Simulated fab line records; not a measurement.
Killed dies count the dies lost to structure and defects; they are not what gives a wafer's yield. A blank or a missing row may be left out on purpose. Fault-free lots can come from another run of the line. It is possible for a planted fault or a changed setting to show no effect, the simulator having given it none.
Problem report, 8D (eight disciplines) form, completed by code ; flow berkeley cmos170 ; the parts of the form that need people (team, actions taken, sign-off) are left out

== 1. WHAT IS WRONG ==
Wafers without a fault read 12.000 mTorr, standard deviation 0.011; chamber pressure mTorr at UCB170_M1_METAL_ETCH_12 reads a mean of 18.008 mTorr on 6 wafers belonging to 2 lots. So: +99 or more standard deviations from the usual mean.
The step: etches Al in Cl2/BCl3, stops on PSG, target depth 780 nm, time 130 s.
Seen first at day 11 01:49 on rie metal-03, wafer L877.1. Wafers with a number at this step in the record: 18, from 6 lots. Rule for "out" (also "out of limits"): further than 4 standard deviations from the usual mean. The other wafers with a number count as sound.

== 2. WHAT IT IS AND WHAT IT IS NOT ==
question;is;is not
which readings at this step;chamber pressure mTorr;drypump motor current A, oes product au, throttle valve pct
which lots;L877, L878;L863, L868, L879, L880
which wafers of those lots;all that have a number;-
read on which tools;rie metal-03;rie metal-01, rie metal-04
when;from day 11 01:49;"up to then (6 sound wafers); but 6 sound wafers of L879, L880 came after"

== 3. SUSPECTS, AND WHAT RULES EACH OUT ==
Counting: a tool stays on the suspect list if, at a process step up to the reading, it processed all lots that are out and no sound lot following the first of them.
- rie metal-03 at UCB170_M1_METAL_ETCH_12 (etches Al in Cl2/BCl3, stops on PSG, target depth 780 nm, time 130 s): kept. It ran every lot that is out, first L877 (day 11 01:49), and no sound lot after that; its last sound lot up to then is L863 (day 7 16:26). Its own chamber pressure mTorr readings are out on those wafers.
Remaining after the count: rie metal-03 at UCB170_M1_METAL_ETCH_12.

== 4. THE CAUSE (what the simulator had put in) ==
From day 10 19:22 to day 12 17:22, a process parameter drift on rie metal-03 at UCB170_M1_METAL_ETCH_12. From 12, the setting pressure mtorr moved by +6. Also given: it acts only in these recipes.
Counting left only this tool.

== 5. SEQUENCE OF EFFECTS, ordered by route ==
Each row: a reading where the mean over the struck wafers with a number is more than 3 standard deviations away from the usual. Only readings whose record carries a usual standard deviation are examined. hours: median over the lots of the time between each lot's start at the first step of this table that gives one and its start at this step. sigmas: the change, counted in usual standard deviations.
hours;step;reading;usual;on struck wafers;change;sigmas
0;UCB170_M1_METAL_ETCH_12;chamber pressure mTorr;12.000 mTorr;18.008;+6.008;+99 or more
Process steps it contains:
- UCB170_M1_METAL_ETCH_12: etches Al in Cl2/BCl3, stops on PSG, target depth 780 nm, time 130 s.

== 6. WHAT WOULD HAVE CAUGHT IT SOONER ==
The fault began at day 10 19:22; the first out-of-limits reading in this record came at day 11 01:49, 6 hours later.
